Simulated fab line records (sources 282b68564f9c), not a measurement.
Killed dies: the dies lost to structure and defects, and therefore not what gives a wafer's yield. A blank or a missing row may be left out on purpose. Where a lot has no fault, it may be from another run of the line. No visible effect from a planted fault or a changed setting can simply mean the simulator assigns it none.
Check of tool commonality / flow rit_cmos / Lots sampled 14, wafers sampled 42

WHY THIS WAS OPENED
At RIT_PLDD_TW_MEAS_10 the reading PLDD_TW is flagged on 2 of 14 lots. No-fault wafers: 2340, standard deviation 9.9.
Rule: a lot is flagged in two cases, either no wafer of it has a number, or all its wafers with numbers fall more than 4 standard deviations from that mean. As for the other lots, they are considered sound.

lot=L722; measured=day 2 22:27; on=film_metro-03; PLDD_TW, wafer by wafer=2347 2348 2352; flag=
lot=L723; measured=day 3 06:30; on=film_metro-04; PLDD_TW, wafer by wafer=2333 2346 2334; flag=
lot=L724; measured=day 3 11:49; on=film_metro-04; PLDD_TW, wafer by wafer=2336 2349 2339; flag=
lot=L725; measured=day 3 18:33; on=film_metro-04; PLDD_TW, wafer by wafer=2331 2347 2329; flag=
lot=L727; measured=day 4 03:57; on=film_metro-02; PLDD_TW, wafer by wafer=2320 2332 2337; flag=
lot=L728; measured=day 4 07:10; on=film_metro-03; PLDD_TW, wafer by wafer=2400 2396 2392; flag=FLAGGED
lot=L730; measured=day 4 20:32; on=film_metro-03; PLDD_TW, wafer by wafer=2333 2328 2347; flag=
lot=L734; measured=day 5 11:44; on=film_metro-02; PLDD_TW, wafer by wafer=2406 2400 2403; flag=FLAGGED
lot=L736; measured=day 6 00:22; on=film_metro-04; PLDD_TW, wafer by wafer=2353 2348 2356; flag=
lot=L738; measured=day 6 05:46; on=film_metro-02; PLDD_TW, wafer by wafer=2347 2349 2347; flag=
lot=L741; measured=day 6 23:52; on=film_metro-02; PLDD_TW, wafer by wafer=2343 2330 2350; flag=
lot=L742; measured=day 7 02:21; on=film_metro-02; PLDD_TW, wafer by wafer=2330 2321 2323; flag=
lot=L743; measured=day 7 09:35; on=film_metro-03; PLDD_TW, wafer by wafer=2340 2348 2330; flag=
lot=L744; measured=day 7 14:16; on=film_metro-04; PLDD_TW, wafer by wafer=2343 2339 2336; flag=
The numbers of the flagged lots are 2400 on average: +60 against the usual, or +6 standard deviations.

EACH LOT AND THE TOOL IT RAN ON
The record keeps 1 process step preceding the reading, out of 202 steps on the route. Each cell gives the tool, then ch followed by the chambers the sampled wafers passed through, then the start.
lot=L722; flag=; RIT_PLDD_IMPLANT_08=implanter-04 ch 0, day 2 22:07
lot=L723; flag=; RIT_PLDD_IMPLANT_08=implanter-02 ch 0, day 3 06:11
lot=L724; flag=; RIT_PLDD_IMPLANT_08=implanter-02 ch 0, day 3 11:31
lot=L725; flag=; RIT_PLDD_IMPLANT_08=implanter-04 ch 0, day 3 18:14
lot=L727; flag=; RIT_PLDD_IMPLANT_08=implanter-04 ch 0, day 4 03:38
lot=L728; flag=FLAGGED; RIT_PLDD_IMPLANT_08=implanter-04 ch 0, day 4 06:51
lot=L730; flag=; RIT_PLDD_IMPLANT_08=implanter-03 ch 0, day 4 20:13
lot=L734; flag=FLAGGED; RIT_PLDD_IMPLANT_08=implanter-04 ch 0, day 5 11:25
lot=L736; flag=; RIT_PLDD_IMPLANT_08=implanter-02 ch 0, day 6 00:04
lot=L738; flag=; RIT_PLDD_IMPLANT_08=implanter-03 ch 0, day 6 05:26
lot=L741; flag=; RIT_PLDD_IMPLANT_08=implanter-03 ch 0, day 6 23:33
lot=L742; flag=; RIT_PLDD_IMPLANT_08=implanter-03 ch 0, day 7 02:02
lot=L743; flag=; RIT_PLDD_IMPLANT_08=implanter-02 ch 0, day 7 09:16
lot=L744; flag=; RIT_PLDD_IMPLANT_08=implanter-02 ch 0, day 7 13:56
What these steps do:
- RIT_PLDD_IMPLANT_08
- RIT_PLDD_TW_MEAS_10

FLAGGED AGAINST TOTAL, ONE TOOL AT A TIME (gauges that did the reading follow at the end)
step=RIT_PLDD_IMPLANT_08; tool=implanter-02; lots run=5; flagged=0; share of the flagged lots=none; sound lots run after its first flagged lot=-
step=RIT_PLDD_IMPLANT_08; tool=implanter-03; lots run=4; flagged=0; share of the flagged lots=none; sound lots run after its first flagged lot=-
step=RIT_PLDD_IMPLANT_08; tool=implanter-04; lots run=5; flagged=2; share of the flagged lots=all; sound lots run after its first flagged lot=0
step=RIT_PLDD_TW_MEAS_10; tool=film_metro-02; lots run=5; flagged=1; share of the flagged lots=some; sound lots run after its first flagged lot=3 (L738,L741,L742)
step=RIT_PLDD_TW_MEAS_10; tool=film_metro-03; lots run=4; flagged=1; share of the flagged lots=some; sound lots run after its first flagged lot=2 (L730,L743)
step=RIT_PLDD_TW_MEAS_10; tool=film_metro-04; lots run=5; flagged=0; share of the flagged lots=none; sound lots run after its first flagged lot=-

WHAT THE TABLE ALLOWS
Rows of the table that ran each flagged lot: 1, that is implanter-04 at RIT_PLDD_IMPLANT_08.
- implanter-04 at RIT_PLDD_IMPLANT_08: 2 of its 5 lots flagged. Its last sound lot is L727 (day 4 03:38), its first flagged lot L728 (day 4 06:51): a fault that began between those two fits. Its own readings lie more than 4 standard deviations out on every wafer of the flagged lots: beam_energy_keV.
What remains is a single tool, implanter-04 at RIT_PLDD_IMPLANT_08.

WHAT HAD BEEN PUT IN BY THE SIMULATOR
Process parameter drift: implanter-04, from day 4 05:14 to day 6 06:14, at RIT_PLDD_IMPLANT_08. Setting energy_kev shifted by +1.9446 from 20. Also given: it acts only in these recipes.
Lots struck among those shown: L728, L734. The same result came from the rule above.
